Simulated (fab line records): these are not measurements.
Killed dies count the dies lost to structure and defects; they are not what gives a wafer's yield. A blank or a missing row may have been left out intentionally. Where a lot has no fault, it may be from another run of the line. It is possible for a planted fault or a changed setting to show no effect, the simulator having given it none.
fab line records	flow berkeley-cmos170	part 1 of 2: steps 1 to 26 of 36
[record] lots = 5	wafers = 15	last-day = 11
route steps=331 shown M1@240 V1@254 M2@271
lots that met no fault: from a run of the same line without faults
start-h: start of the lot's first displayed wafer, in hours after the record's first day	wait-h: hours since the lot's step before	" repeats the value in the row above	L1.1+2: a single row standing in for several wafers	- either no value or no given start	* or withheld: withheld	< > ~ a bound
route shown NAME@n: names a module that has steps shown in the file, with the first one's number in the route	usual: the fault-free wafers' mean and standard deviation	same: alike in all rows	chamber/n: place in a boat	sites: the reading at each site	_std_site: the values' standard deviation	_edge_site: outer sites' mean less inner sites'	radius-mm: how far each site lies from the wafer's centre	mask NAME#n: copy n	behind: the tool/chamber that last shaped the wafer	hold: why the lot was held/for how many hours/how that ended	device: whichever transistor did not switch (one of n, p or np)	end of line: tests of these same wafers at the route's end	a step with no rows: only its recipe	killed: not the wafer's yield, but the dies lost to structure and defects at the first sort	map: per-die view of a wafer (x killed, . not killed, _ where there is no die)
set.NAME: the setting as run; set.NAME@STEP: as run at that earlier step	model.NAME: the simulator's own value behind a step, which no gauge read
a table for each step, a row for each wafer; lots at some steps of the route
services: the hour from which a tool's chamber was out of use, counted from the record's first day as start-h (under 0 if before that day), plus the number of hours and why
[[steps]]
[step UCB170_M1_THK_MEAS_02]
[recipe] thk-meas-gauge = xrf	reads = Al_of_M1_SPUTTER_00
[usual] M1_AL_THK = 610/6.1
lot.wafer	tool	chamber	start-h	wait-h	M1_AL_THK[nm]
L076.1	film-metro-03	-	162.72	0.1	614
L076.3	"	-	"	"	614
L076.6	"	-	"	"	616
L085.1	film-metro-03	-	214.65	0.1	606
L085.4	"	-	"	"	615
L085.6	"	-	"	"	604
L087.4	film-metro-03	-	220.58	0.1	607
L087.5	"	-	"	"	609
L087.6	"	-	"	"	615
L088.1	film-metro-02	-	233.08	0.1	605
L088.4	"	-	"	"	607
L088.5	"	-	"	"	609
L092.1	film-metro-03	-	247.49	0.1	604
L092.2	"	-	"	"	600
L092.3	"	-	"	"	602
[step UCB170_M1_COAT_03]
[recipe] resist = BARC	temp-c = withheld	time-s = withheld	spin-rpm = 3000	resist-thk-nm = withheld
[usual] spin-speed-rpm = 2999.9/1.7
lot.wafer	tool	chamber	start-h	wait-h	spin-speed-rpm
L076.1	litho-track-03	0	162.87	0.1	2998.8
L076.3	"	0	"	"	3002.0
L076.6	"	0	"	"	3000.4
L085.1	litho-track-04	0	214.87	0.2	3002.6
L085.4	"	0	"	"	2998.5
L085.6	"	0	"	"	3003.6
L087.4	litho-track-04	0	220.69	0.1	3000.4
L087.5	"	0	"	"	2998.8
L087.6	"	0	"	"	2998.7
L088.1	litho-track-01	0	233.24	0.2	2999.5
L088.4	"	0	"	"	2999.0
L088.5	"	0	"	"	3000.2
L092.1	litho-track-03	0	248.00	0.5	2997.4
L092.2	"	0	"	"	3000.6
L092.3	"	0	"	"	3002.0
[step UCB170_M1_COAT_04]
[recipe] resist = KrF	spin-rpm = 1500	resist-thk-nm = 900
[usual] spin-speed-rpm = 1500.0/0.9
lot.wafer	tool	chamber	start-h	wait-h	spin-speed-rpm
L076.1	litho-track-03	0	-	-	1500.3
L076.3	"	0	"	"	1499.9
L076.6	"	0	"	"	1501.0
L085.1	litho-track-04	0	-	-	1499.0
L085.4	"	0	"	"	1499.3
L085.6	"	0	"	"	1499.5
L087.4	litho-track-04	0	-	-	1501.1
L087.5	"	0	"	"	1501.1
L087.6	"	0	"	"	1497.9
L088.1	litho-track-01	0	-	-	1499.9
L088.4	"	0	"	"	1498.9
L088.5	"	0	"	"	1499.5
L092.1	litho-track-03	0	-	-	1500.1
L092.2	"	0	"	"	1501.5
L092.3	"	0	"	"	1500.6
[step UCB170_M1_SOFTBAKE_05]
[recipe] resist = KrF	temp-c = 130	time-s = 60
[usual] heater-power-total-W = 56.80/0.044
lot.wafer	tool	chamber	start-h	wait-h	heater-power-total-W
L076.1	litho-track-03	0	-	-	56.85
L076.3	"	0	"	"	56.82
L076.6	"	0	"	"	56.86
L085.1	litho-track-04	0	-	-	56.77
L085.4	"	0	"	"	56.79
L085.6	"	0	"	"	56.78
L087.4	litho-track-04	0	-	-	56.83
L087.5	"	0	"	"	56.70
L087.6	"	0	"	"	56.75
L088.1	litho-track-01	0	-	-	56.85
L088.4	"	0	"	"	56.81
L088.5	"	0	"	"	56.73
L092.1	litho-track-03	0	-	-	56.79
L092.2	"	0	"	"	56.83
L092.3	"	0	"	"	56.79
[step UCB170_M1_EXPOSE_06]
[recipe] mask-id = METAL1	target-cd-nm = 700	na = 0.5	sigma-outer = 0.6	source-shape = conventional	dose-mj = 21
[usual] reticle-temp-C = 23.00/0.11
[same] sigma-outer = 0.6
lot.wafer	tool	chamber	start-h	wait-h	mask	reticle-temp-C
L076.1	krf-scanner-01	0	163.32	-	METAL1#0	22.91
L076.3	"	0	"	"	METAL1#0	22.79
L076.6	"	0	"	"	METAL1#0	22.85
L085.1	krf-scanner-01	0	215.32	-	METAL1#0	22.95
L085.4	"	0	"	"	METAL1#0	23.07
L085.6	"	0	"	"	METAL1#0	22.95
L087.4	krf-scanner-02	0	221.12	-	METAL1#0	23.00
L087.5	"	0	"	"	METAL1#0	22.84
L087.6	"	0	"	"	METAL1#0	22.88
L088.1	krf-scanner-01	0	233.76	-	METAL1#0	22.89
L088.4	"	0	"	"	METAL1#0	22.90
L088.5	"	0	"	"	METAL1#0	23.00
L092.1	krf-scanner-01	0	248.45	-	METAL1#0	23.02
L092.2	"	0	"	"	METAL1#0	23.20
L092.3	"	0	"	"	METAL1#0	23.03
[step UCB170_M1_PEB_07]
[recipe] peb-temp-c = 130	peb-time-s = withheld	resist = KrF
[usual] heater-power-total-W = 56.80/0.04
lot.wafer	tool	chamber	start-h	wait-h	heater-power-total-W
L076.1	litho-track-03	0	163.43	0.1	56.87
L076.3	"	0	"	"	56.77
L076.6	"	0	"	"	56.81
L085.1	litho-track-04	0	215.59	0.3	56.87
L085.4	"	0	"	"	56.78
L085.6	"	0	"	"	56.86
L087.4	litho-track-03	0	221.65	0.5	56.77
L087.5	"	0	"	"	56.67
L087.6	"	0	"	"	56.77
L088.1	litho-track-04	0	233.90	0.1	56.82
L088.4	"	0	"	"	56.82
L088.5	"	0	"	"	56.81
L092.1	litho-track-03	0	248.72	0.3	56.77
L092.2	"	0	"	"	56.74
L092.3	"	0	"	"	56.77
[step UCB170_M1_DEVELOP_08]
[recipe] developer = TMAH	develop-time-s = 45	resist = KrF	dev-temp-c = 21
lot.wafer	tool	chamber	start-h	wait-h
L076.1+3+6	litho-track-03	0	-	-
L085.1+4+6	litho-track-04	0	-	-
L087.4+5+6	litho-track-03	0	-	-
L088.1+4+5	litho-track-04	0	-	-
L092.1+2+3	litho-track-03	0	-	-
[step UCB170_M1_CD_MEAS_09]
[recipe] target-cd-nm = 700
[usual] cd-nm = 699.8/1.7
lot.wafer	tool	chamber	start-h	wait-h	cd-nm
L076.1	cd-sem-01	-	163.71	-	700.1
L076.3	"	-	"	"	701.7
L076.6	"	-	"	"	701.3
L085.1	cd-sem-01	-	215.87	-	698.6
L085.4	"	-	"	"	698.7
L085.6	"	-	"	"	698.3
L087.4	cd-sem-01	-	221.91	-	698.8
L087.5	"	-	"	"	698.4
L087.6	"	-	"	"	699.0
L088.1	cd-sem-01	-	234.26	-	697.6
L088.4	"	-	"	"	699.0
L088.5	"	-	"	"	698.4
L092.1	cd-sem-02	-	249.02	-	698.6
L092.2	"	-	"	"	699.9
L092.3	"	-	"	"	699.7
[step UCB170_M1_OVL_MEAS_10]
[usual] M1_OVL = 1/4.9
lot.wafer	tool	chamber	start-h	wait-h	M1_OVL[nm]
L076.1	overlay-02	-	163.83	0.1	6
L076.3	"	-	"	"	0
L076.6	"	-	"	"	1
L085.1	overlay-01	-	215.99	0.1	8
L085.4	"	-	"	"	6
L085.6	"	-	"	"	6
L087.4	overlay-02	-	221.98	0.1	-3
L087.5	"	-	"	"	-4
L087.6	"	-	"	"	-2
L088.1	overlay-02	-	234.38	0.1	9
L088.4	"	-	"	"	9
L088.5	"	-	"	"	0
L092.1	overlay-01	-	249.14	0.1	4
L092.2	"	-	"	"	-1
L092.3	"	-	"	"	9
[step UCB170_M1_ETCH_11]
[recipe] chemistry = N2/H2	target-depth-a = withheld	overetch-a = withheld	target = BARC	time-s = withheld	source-w = 500	bias-w = 100	pressure-mtorr = 30	n2-flow-sccm = 100	h2-flow-sccm = 200
[usual] drypump-motor-current-A = 5.5/0.45	n2-flow-sccm = 100.0/0.31	oes-product-au = 0.999/0.017	throttle-valve-pct = 13.30/0.14
lot.wafer	tool	chamber	start-h	wait-h	drypump-motor-current-A	n2-flow-sccm	oes-product-au	throttle-valve-pct
L076.1	rie-diel-04	3	163.86	0.0	5.2	100.4	0.993	13.43
L076.3	"	1	"	"	5.3	100.3	0.963	13.38
L076.6	"	1	"	"	5.3	100.1	0.971	13.38
L085.1	rie-diel-03	2	216.02	0.0	5.4	100.2	0.994	13.57
L085.4	"	0	"	"	5.4	100.2	0.996	13.13
L085.6	"	2	"	"	5.4	100.2	0.993	13.55
L087.4	rie-diel-02	1	222.00	0.0	5.4	99.9	1.014	13.23
L087.5	"	3	"	"	5.5	100.4	0.981	13.19
L087.6	"	2	"	"	5.9	99.9	1.014	13.33
L088.1	rie-diel-04	1	234.42	0.0	5.3	99.5	0.970	13.35
L088.4	"	3	"	"	5.2	100.1	1.000	13.42
L088.5	"	0	"	"	5.2	99.7	0.968	13.41
L092.1	rie-diel-02	1	249.17	0.0	5.4	100.5	0.998	13.22
L092.2	"	3	"	"	5.6	99.5	1.020	13.19
L092.3	"	2	"	"	5.9	100.1	1.020	13.33
[step UCB170_M1_METAL_ETCH_12]
[recipe] chemistry = Cl2/BCl3	target = Al	stop-on = PSG	pressure-mtorr = 12	target-depth-a = 7800	over-etch-frac = 0.3	time-s = 130	icp-w = 600	bias-w = 120	Cl2_flow_sccm = 90	bcl3-flow-sccm = 45
[usual] drypump-motor-current-A = 6.0/0.44	oes-product-au = 0.847/0.014	throttle-valve-pct = 24.47/0.15
[same] over-etch-frac = 0.3
lot.wafer	tool	chamber	start-h	wait-h	drypump-motor-current-A	oes-product-au	rf-hours-counter-h	throttle-valve-pct
L076.1	rie-metal-01	1	163.91	-	6.2	0.840	1	24.40
L076.3	"	1	"	"	6.2	0.852	-	24.37
L076.6	"	1	"	"	6.2	0.847	-	24.39
L085.1	rie-metal-02	0	216.06	-	6.6	0.844	6	24.59
L085.4	"	0	"	"	6.6	0.844	-	24.60
L085.6	"	0	"	"	6.6	0.846	-	24.61
L087.4	rie-metal-02	1	222.09	-	6.0	0.850	-	24.60
L087.5	"	1	"	"	6.0	0.845	-	24.61
L087.6	"	0	"	"	6.6	0.835	-	24.60
L088.1	rie-metal-01	0	234.46	-	6.1	0.841	6	24.23
L088.4	"	0	"	"	6.1	0.836	-	24.23
L088.5	"	0	"	"	6.0	0.841	-	24.22
L092.1	rie-metal-02	1	249.21	-	6.0	0.845	12	24.61
L092.2	"	0	"	"	6.6	0.832	7	24.61
L092.3	"	0	"	"	6.6	0.832	-	24.60
[step UCB170_M1_STRIP_13]
[recipe] chemistry = O2	power-w = 400	pressure-mtorr = 3500	platen-temp-c = withheld	o2-flow-sccm = 400	overash-fraction = 0.5
[usual] drypump-motor-current-A = 5.6/0.43	oes-product-au = 0.720/0.0047
lot.wafer	tool	chamber	start-h	wait-h	drypump-motor-current-A	oes-product-au	rf-hours-counter-h
L076.1	plasma-asher-01	1	164.04	0.1	6.3	0.727	5
L076.3	"	1	"	"	6.3	0.727	-
L076.6	"	1	"	"	6.3	0.714	-
L085.1	plasma-asher-01	0	216.20	0.1	5.1	0.716	11
L085.4	"	1	"	"	6.2	0.721	-
L085.6	"	1	"	"	6.3	0.726	-
L087.4	plasma-asher-01	1	222.21	0.1	6.3	0.720	-
L087.5	"	1	"	"	6.3	0.718	-
L087.6	"	0	"	"	5.1	0.717	-
L088.1	plasma-asher-04	1	234.59	0.1	5.2	0.729	47
L088.4	"	0	"	"	5.4	0.720	-
L088.5	"	1	"	"	5.2	0.715	-
L092.1	plasma-asher-04	0	249.35	0.1	5.5	0.721	49
L092.2	"	1	"	"	5.2	0.720	49
L092.3	"	1	"	"	5.2	0.722	-
[step UCB170_M1_CD_MEAS_90]
[recipe] target-cd-nm = 700
[usual] cd-nm = 700.0/2.2
lot.wafer	tool	chamber	start-h	wait-h	cd-nm
L076.1	cd-sem-01	-	164.14	0.1	701.7
L076.3	"	-	"	"	701.8
L076.6	"	-	"	"	702.1
L085.1	cd-sem-01	-	216.30	0.1	700.0
L085.4	"	-	"	"	699.1
L085.6	"	-	"	"	697.0
L087.4	cd-sem-01	-	222.34	0.1	699.5
L087.5	"	-	"	"	698.7
L087.6	"	-	"	"	699.8
L088.1	cd-sem-02	-	234.69	0.1	700.4
L088.4	"	-	"	"	699.4
L088.5	"	-	"	"	700.0
L092.1	cd-sem-02	-	249.45	0.1	696.6
L092.2	"	-	"	"	698.9
L092.3	"	-	"	"	698.8
[step UCB170_M1_ANNEAL_14]
[recipe] temp-c = 400	time-s = 1200	ambient = forming-gas
[usual] zone-power-centre-pct = 15.1/0.88
lot.wafer	tool	chamber	start-h	wait-h	zone-power-centre-pct
L076.1	-	-	166.85	2.7	14.8
L076.3	"	-	"	"	14.9
L076.6	"	-	"	"	14.4
L085.1	-	-	220.60	4.3	14.7
L085.4	"	-	"	"	14.7
L085.6	"	-	"	"	14.7
L087.4	-	-	227.46	5.1	16.8
L087.5	"	-	"	"	16.7
L087.6	"	-	"	"	16.5
L088.1	-	-	237.48	2.8	14.7
L088.4	"	-	"	"	14.5
L088.5	"	-	"	"	14.8
L092.1	-	-	252.89	3.4	16.6
L092.2	"	-	"	"	16.5
L092.3	"	-	"	"	16.4
[step UCB170_V1_CVD_00]
[recipe] material = SiO2	target-thk-nm = 2000	temp-c = 390	precursor = TEOS/O2	time-s = 250	rf-w = 550	pressure-mtorr = 9000
[usual] heater-power-w = 279/64
lot.wafer	tool	chamber	start-h	wait-h	heater-power-w
L076.1	pecvd-03	1	168.18	0.0	209
L076.3	"	0	"	"	319
L076.6	"	0	"	"	415
L085.1	pecvd-03	2	221.93	0.0	302
L085.4	"	2	"	"	215
L085.6	"	1	"	"	171
L087.4	pecvd-03	2	228.87	0.1	219
L087.5	"	0	"	"	316
L087.6	"	1	"	"	167
L088.1	pecvd-03	0	238.82	0.0	343
L088.4	"	0	"	"	425
L088.5	"	2	"	"	299
L092.1	pecvd-01	0	254.23	0.0	354
L092.2	"	2	"	"	330
L092.3	"	1	"	"	250
[step UCB170_V1_THK_MEAS_01]
[recipe] reads = SiO2_of_V1_CVD_00
[usual] V1_TEOS_THK = 2004/25
lot.wafer	tool	chamber	start-h	wait-h	V1_TEOS_THK[nm]
L076.1	film-metro-02	-	168.33	0.1	1975
L076.3	"	-	"	"	1979
L076.6	"	-	"	"	1992
L085.1	film-metro-02	-	222.09	0.1	1996
L085.4	"	-	"	"	2053
L085.6	"	-	"	"	2014
L087.4	film-metro-04	-	228.98	0.0	2033
L087.5	"	-	"	"	2039
L087.6	"	-	"	"	2030
L088.1	film-metro-02	-	238.97	0.1	1971
L088.4	"	-	"	"	2030
L088.5	"	-	"	"	2033
L092.1	film-metro-04	-	254.38	0.1	1976
L092.2	"	-	"	"	1987
L092.3	"	-	"	"	1955
[step UCB170_V1_CMP_02]
[recipe] material = SiO2	down-force-psi = 6	platen-rpm = 60	pad-velocity-m-s = 0.75398
[usual] motor-current-A = 15.7/0.87	platen-rpm = 60.00/0.041
lot.wafer	tool	chamber	start-h	wait-h	motor-current-A	platen-rpm
L076.1	cmp-02	1	168.39	0.1	15.2	59.92
L076.3	"	0	"	"	15.3	59.97
L076.6	"	1	"	"	15.5	59.98
L085.1	cmp-01	0	222.15	0.1	16.4	60.01
L085.4	"	2	"	"	16.2	59.99
L085.6	"	0	"	"	16.1	59.97
L087.4	cmp-01	2	229.17	0.2	16.7	60.05
L087.6	"	3	"	"	15.8	59.94
L087.5	"	0	"	"	16.4	59.99
L088.4	cmp-02	0	239.08	0.1	14.5	60.04
L088.1	"	1	"	"	15.4	60.04
L088.5	"	1	"	"	16.4	59.96
L092.1	cmp-02	0	254.44	0.1	15.1	60.02
L092.3	"	1	"	"	15.3	60.00
L092.2	"	2	"	"	15.6	60.00
[step UCB170_V1_BOW_MEAS_03]
[recipe] mode = bow
[usual] V1_BOW = 19/7.1
lot.wafer	tool	chamber	start-h	wait-h	V1_BOW[um]
L076.1	film-metro-02	-	168.69	0.2	11
L076.3	"	-	"	"	21
L076.6	"	-	"	"	20
L085.1	film-metro-04	-	222.45	0.2	20
L085.4	"	-	"	"	19
L085.6	"	-	"	"	14
L087.4	film-metro-02	-	229.38	0.2	25
L087.5	"	-	"	"	22
L087.6	"	-	"	"	14
L088.1	film-metro-02	-	239.38	0.2	19
L088.4	"	-	"	"	19
L088.5	"	-	"	"	9
L092.1	film-metro-02	-	254.74	0.2	15
L092.2	"	-	"	"	18
L092.3	"	-	"	"	23
[step UCB170_V1_THK_MEAS_04]
[recipe] reads = SiO2_of_V1_CVD_00
[usual] V1_POLISHED_THK = 999.7/1.2
lot.wafer	tool	chamber	start-h	wait-h	V1_POLISHED_THK[nm]
L076.1	film-metro-02	-	168.81	0.1	999.1
L076.3	"	-	"	"	999.2
L076.6	"	-	"	"	998.8
L085.1	film-metro-04	-	222.57	0.1	999.4
L085.4	"	-	"	"	999.4
L085.6	"	-	"	"	999.2
L087.4	film-metro-02	-	229.47	0.1	998.0
L087.5	"	-	"	"	998.7
L087.6	"	-	"	"	997.5
L088.1	film-metro-02	-	239.50	0.1	1000.6
L088.4	"	-	"	"	999.3
L088.5	"	-	"	"	999.7
L092.1	film-metro-02	-	254.86	0.1	1000.3
L092.2	"	-	"	"	998.2
L092.3	"	-	"	"	997.7
[step UCB170_V1_CLEAN_05]
[recipe] chemistry = DIW
lot.wafer	tool	chamber	start-h	wait-h
L076.1+3+6	wet-bench-02	2	168.87	0.1
L085.1+4+6	wet-bench-01	1	222.75	0.2
L087.4+5+6	wet-bench-02	2	229.62	0.1
L088.1+4+5	wet-bench-01	2	240.31	0.8
L092.1+2+3	wet-bench-03	3	254.93	0.1
[step UCB170_V1_HMDS_06]
[recipe] prime-time-s = 60	prime-temp-c = 100
[usual] prime-temp-c = 99.99/0.14
lot.wafer	tool	chamber	start-h	wait-h	prime-temp-c
L076.1	litho-track-01	0	169.07	0.0	99.76
L076.3	"	0	"	"	99.82
L076.6	"	0	"	"	100.02
L085.1	litho-track-02	0	222.96	0.0	99.98
L085.4	"	0	"	"	100.14
L085.6	"	0	"	"	100.06
L087.4	litho-track-01	0	229.90	0.1	100.01
L087.5	"	0	"	"	100.03
L087.6	"	0	"	"	99.79
L088.1	litho-track-02	0	240.48	0.0	99.94
L088.4	"	0	"	"	100.08
L088.5	"	0	"	"	99.88
L092.1	litho-track-02	0	255.11	0.0	99.95
L092.2	"	0	"	"	100.00
L092.3	"	0	"	"	100.06
[step UCB170_V1_COAT_07]
[recipe] resist = KrF	spin-rpm = 1500	resist-thk-nm = 900
[usual] spin-speed-rpm = 1500.0/1.1
lot.wafer	tool	chamber	start-h	wait-h	spin-speed-rpm
L076.1	litho-track-01	0	169.22	0.1	1502.1
L076.3	"	0	"	"	1500.5
L076.6	"	0	"	"	1499.9
L085.1	litho-track-02	0	223.11	0.1	1501.3
L085.4	"	0	"	"	1500.2
L085.6	"	0	"	"	1498.9
L087.4	litho-track-01	0	230.05	0.1	1500.9
L087.5	"	0	"	"	1500.7
L087.6	"	0	"	"	1500.7
L088.1	litho-track-02	0	240.63	0.1	1500.3
L088.4	"	0	"	"	1500.9
L088.5	"	0	"	"	1498.7
L092.1	litho-track-02	0	255.26	0.1	1498.6
L092.2	"	0	"	"	1499.0
L092.3	"	0	"	"	1499.4
[step UCB170_V1_SOFTBAKE_08]
[recipe] resist = KrF	temp-c = 130	time-s = 60
[usual] heater-power-total-W = 56.80/0.048
lot.wafer	tool	chamber	start-h	wait-h	heater-power-total-W
L076.1	litho-track-01	0	169.37	0.1	56.79
L076.3	"	0	"	"	56.87
L076.6	"	0	"	"	56.80
L085.1	litho-track-02	0	223.26	0.1	56.79
L085.4	"	0	"	"	56.86
L085.6	"	0	"	"	56.85
L087.4	litho-track-01	0	230.20	0.1	56.79
L087.5	"	0	"	"	56.78
L087.6	"	0	"	"	56.85
L088.1	litho-track-02	0	240.78	0.1	56.88
L088.4	"	0	"	"	56.75
L088.5	"	0	"	"	56.79
L092.1	litho-track-02	0	255.41	0.1	56.80
L092.2	"	0	"	"	56.78
L092.3	"	0	"	"	56.84
[step UCB170_V1_EXPOSE_09]
[recipe] mask-id = VIA1	target-cd-nm = 700	na = 0.5	sigma-outer = 0.6	source-shape = conventional	dose-mj = 37
[usual] reticle-temp-C = 22.99/0.1
[same] sigma-outer = 0.6
lot.wafer	tool	chamber	start-h	wait-h	mask	reticle-temp-C
L076.1	krf-scanner-02	0	169.88	0.5	VIA1#0	22.96
L076.3	"	0	"	"	VIA1#0	22.95
L076.6	"	0	"	"	VIA1#0	23.02
L085.1	krf-scanner-01	0	223.54	0.2	VIA1#0	22.71
L085.4	"	0	"	"	VIA1#0	23.02
L085.6	"	0	"	"	VIA1#0	22.86
L087.4	krf-scanner-01	0	230.33	0.1	VIA1#0	23.16
L087.5	"	0	"	"	VIA1#0	23.00
L087.6	"	0	"	"	VIA1#0	22.99
L088.1	krf-scanner-01	0	241.30	0.5	VIA1#0	23.10
L088.4	"	0	"	"	VIA1#0	22.98
L088.5	"	0	"	"	VIA1#0	22.88
L092.1	krf-scanner-01	0	255.92	0.5	VIA1#0	22.93
L092.2	"	0	"	"	VIA1#0	22.97
L092.3	"	0	"	"	VIA1#0	23.10
[step UCB170_V1_PEB_10]
[recipe] peb-temp-c = 130	peb-time-s = withheld	resist = KrF
[usual] heater-power-total-W = 56.81/0.043
lot.wafer	tool	chamber	start-h	wait-h	heater-power-total-W
L076.1	litho-track-01	0	170.00	0.1	56.76
L076.3	"	0	"	"	56.73
L076.6	"	0	"	"	56.85
L085.1	litho-track-02	0	224.31	0.8	56.79
L085.4	"	0	"	"	56.80
L085.6	"	0	"	"	56.78
L087.4	litho-track-04	0	230.47	0.1	56.80
L087.5	"	0	"	"	56.78
L087.6	"	0	"	"	56.76
L088.1	litho-track-02	0	241.42	0.1	56.80
L088.4	"	0	"	"	56.80
L088.5	"	0	"	"	56.82
L092.1	litho-track-01	0	256.11	0.2	56.81
L092.2	"	0	"	"	56.78
L092.3	"	0	"	"	56.80
[step UCB170_V1_DEVELOP_11]
[recipe] developer = TMAH	develop-time-s = 45	resist = KrF	dev-temp-c = 21
lot.wafer	tool	chamber	start-h	wait-h
L076.1+3+6	litho-track-01	0	-	-
L085.1+4+6	litho-track-02	0	-	-
L087.4+5+6	litho-track-04	0	-	-
L088.1+4+5	litho-track-02	0	-	-
L092.1+2+3	litho-track-01	0	-	-
